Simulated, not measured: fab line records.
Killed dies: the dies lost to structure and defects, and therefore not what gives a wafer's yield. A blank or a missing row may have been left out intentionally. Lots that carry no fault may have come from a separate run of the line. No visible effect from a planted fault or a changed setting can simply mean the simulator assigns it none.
The tool behind it: which one?    flow rit-cmos    14 lots with 42 wafers sampled at 5 steps, on a route of 202 steps

WHAT THE GAUGES SHOWED, per wafer
RIT_REOX_THK_MEAS_04.
lot   measured     on             REOX_OXIDE_THK (nm)
L954  day 2 17:42  film-metro-02  24.8 24.5 24.6
L955  day 2 20:40  film-metro-03  25.5 25.1 25.3
L956  day 3 03:47  film-metro-01  25.3 25.2 25.1
L957  day 3 07:45  film-metro-02  29.0 28.6 29.0
L961  day 4 03:59  film-metro-03  25.7 25.7 25.1
L962  day 4 07:46  film-metro-02  29.3 29.1 29.3
L966  day 5 03:54  film-metro-03  24.7 25.9 25.0
L969  day 5 18:58  film-metro-02  25.0 25.5 25.2
L972  day 6 11:01  film-metro-01  24.8 24.8 24.8
L973  day 6 15:55  film-metro-02  26.1 26.2 26.1
L974  day 6 22:40  film-metro-01  26.2 26.1 26.1
L975  day 7 03:13  film-metro-02  26.0 26.3 26.0
L976  day 7 08:16  film-metro-01  25.0 25.4 25.2
L977  day 7 15:37  film-metro-01  25.2 24.6 24.9

RIT_M1_CD_MEAS_90: target cd 2600 nm.
lot   measured     on         cd-nm (nm)
L954  day 3 09:02  cd-sem-02  2598.5 2598.7 2600.0
L955  day 3 11:40  cd-sem-02  2602.6 2600.2 2598.6
L956  day 3 18:48  cd-sem-02  2603.5 2601.8 2599.6
L957  day 3 23:13  cd-sem-02  2599.2 2600.5 2599.4
L961  day 4 18:45  cd-sem-02  2600.4 2599.8 2597.9
L962  day 4 22:54  cd-sem-01  2600.5 2599.4 2602.4
L966  day 5 19:06  cd-sem-01  2597.4 2599.1 2596.4
L969  day 6 09:47  cd-sem-02  2597.3 2597.3 2597.3
L972  day 7 01:35  cd-sem-01  2596.1 2597.6 2596.3
L973  day 7 06:26  cd-sem-02  2599.9 2600.3 2600.2
L974  day 7 13:31  cd-sem-01  2597.6 2597.1 2596.3
L975  day 7 18:00  cd-sem-01  2599.4 2600.9 2599.5
L976  day 7 23:15  cd-sem-01  2601.2 2602.3 2601.1
L977  day 8 07:59  cd-sem-01  2600.0 2601.3 2600.1

EACH LOT AND THE TOOL THAT RAN IT (in order: tool; ch and the chambers of the sampled wafers; start)
lot   RIT_REOX_OXIDATION_03         RIT_NLDD_STRIP_09                    RIT_CONTACT_STRIP_12
L954  furnace-03 ch 0, day 2 15:09  plasma-asher-04 ch 0,1, day 2 19:04  plasma-asher-02 ch 0,1, day 3 05:53
L955  furnace-03 ch 0, day 2 18:06  plasma-asher-03 ch 0,1, day 2 22:01  plasma-asher-04 ch 0,1, day 3 08:27
L956  furnace-04 ch 0, day 3 01:14  plasma-asher-04 ch 0,1, day 3 05:17  plasma-asher-04 ch 0,1, day 3 15:44
L957  furnace-03 ch 0, day 3 05:12  plasma-asher-02 ch 0,1, day 3 09:08  plasma-asher-03 ch 0,1, day 3 19:56
L961  furnace-04 ch 0, day 4 01:26  plasma-asher-02 ch 0,1, day 4 05:19  plasma-asher-02 ch 0,1, day 4 15:42
L962  furnace-03 ch 0, day 4 05:13  plasma-asher-03 ch 0,1, day 4 09:10  plasma-asher-04 ch 0,1, day 4 19:50
L966  furnace-04 ch 0, day 5 01:21  plasma-asher-04 ch 0,1, day 5 05:16  plasma-asher-03 ch 0,1, day 5 16:09
L969  furnace-04 ch 0, day 5 16:25  plasma-asher-03 ch 0,1, day 5 20:20  plasma-asher-03 ch 0,1, day 6 06:44
L972  furnace-01 ch 0, day 6 08:27  plasma-asher-02 ch 0, day 6 12:22    plasma-asher-03 ch 0, day 6 22:38
L973  furnace-03 ch 0, day 6 13:22  plasma-asher-04 ch 0,1, day 6 17:10  plasma-asher-03 ch 0,1, day 7 03:20
L974  furnace-03 ch 0, day 6 20:07  plasma-asher-02 ch 0,1, day 7 00:02  plasma-asher-04 ch 0,1, day 7 10:26
L975  furnace-04 ch 0, day 7 00:40  plasma-asher-02 ch 0,1, day 7 04:35  plasma-asher-03 ch 0,1, day 7 15:03
L976  furnace-01 ch 0, day 7 05:43  plasma-asher-04 ch 0,1, day 7 09:41  plasma-asher-04 ch 0,1, day 7 20:15
L977  furnace-04 ch 0, day 7 13:03  plasma-asher-04 ch 0,1, day 7 16:55  plasma-asher-03 ch 0,1, day 8 04:43
- RIT_REOX_OXIDATION_03: target thk 25.2 nm, ox time 5580 s.
- RIT_NLDD_STRIP_09: strips in O2, time 180 s.
- RIT_CONTACT_STRIP_12: strips in O2, time 180 s.

AS READ BY THE TOOLS THEMSELVES (means over the sampled wafers that have a number; for cases with no such wafer, the mark the record gives instead)
RIT_REOX_OXIDATION_03.
lot   tool        spike-tc-load-C (C)  tube-center-temp-C (C)  zone-power-load-pct (%)
L954  furnace-03  921                  900.02                  24.1
L955  furnace-03  921                  899.95                  24.0
L956  furnace-04  928                  900.09                  29.0
L957  furnace-03  920                  900.01                  24.3
L961  furnace-04  928                  900.12                  29.0
L962  furnace-03  922                  899.86                  24.0
L966  furnace-04  929                  900.04                  29.1
L969  furnace-04  928                  899.99                  29.3
L972  furnace-01  929                  899.96                  25.0
L973  furnace-03  921                  900.00                  24.3
L974  furnace-03  922                  900.08                  24.1
L975  furnace-04  927                  900.00                  29.2
L976  furnace-01  929                  899.98                  24.7
L977  furnace-04  928                  900.01                  29.0

RIT_NLDD_STRIP_09.
lot   tool             drypump-motor-current-A (A)
L954  plasma-asher-04  5.28
L955  plasma-asher-03  5.79
L956  plasma-asher-04  5.17
L957  plasma-asher-02  5.61
L961  plasma-asher-02  5.57
L962  plasma-asher-03  5.63
L966  plasma-asher-04  5.30
L969  plasma-asher-03  5.81
L972  plasma-asher-02  5.62
L973  plasma-asher-04  5.18
L974  plasma-asher-02  5.60
L975  plasma-asher-02  5.59
L976  plasma-asher-04  5.30
L977  plasma-asher-04  5.31

RIT_CONTACT_STRIP_12.
lot   tool             drypump-motor-current-A (A)
L954  plasma-asher-02  5.57
L955  plasma-asher-04  5.17
L956  plasma-asher-04  5.17
L957  plasma-asher-03  5.80
L961  plasma-asher-02  5.56
L962  plasma-asher-04  5.30
L966  plasma-asher-03  5.80
L969  plasma-asher-03  5.63
L972  plasma-asher-03  5.96
L973  plasma-asher-03  5.64
L974  plasma-asher-04  5.18
L975  plasma-asher-03  5.63
L976  plasma-asher-04  5.31
L977  plasma-asher-03  5.64

THE ANSWER, worked out from the rows above alone
Rule: the usual values come from the lots themselves. The widest of any qualifying gaps counts: lots, ordered by their means at a reading, are off when they make up no more than a third of the lots, leave a main group of 4 or more, and stand apart from it by 3 or more times the standard deviation of that group's means. The tables above print the reading to a certain number of digits; a main group whose means all agree to those digits is not used. Also off: a lot with no number at a reading for which 4 or more lots have one. All remaining lots with rows at the step are treated as sound. First the gauges in route order, then the tools' own readings, where a lot's mean is used as printed above. At the first step where some lot is off, the reading lying furthest off is the one used; lots without a number count as furthest.
Off: L957, L962, at RIT_REOX_THK_MEAS_04 (REOX_OXIDE_THK). The main group has a mean of 25.4 nm with a standard deviation of 0.49.
A tool fits if, at a process step before that reading, it ran every lot that is off, and no sound lot after the first of them. Gauges at RIT_REOX_THK_MEAS_04: tried the same way as those tools. None of those tried fits.

WHAT THE SIMULATOR HAD INSERTED
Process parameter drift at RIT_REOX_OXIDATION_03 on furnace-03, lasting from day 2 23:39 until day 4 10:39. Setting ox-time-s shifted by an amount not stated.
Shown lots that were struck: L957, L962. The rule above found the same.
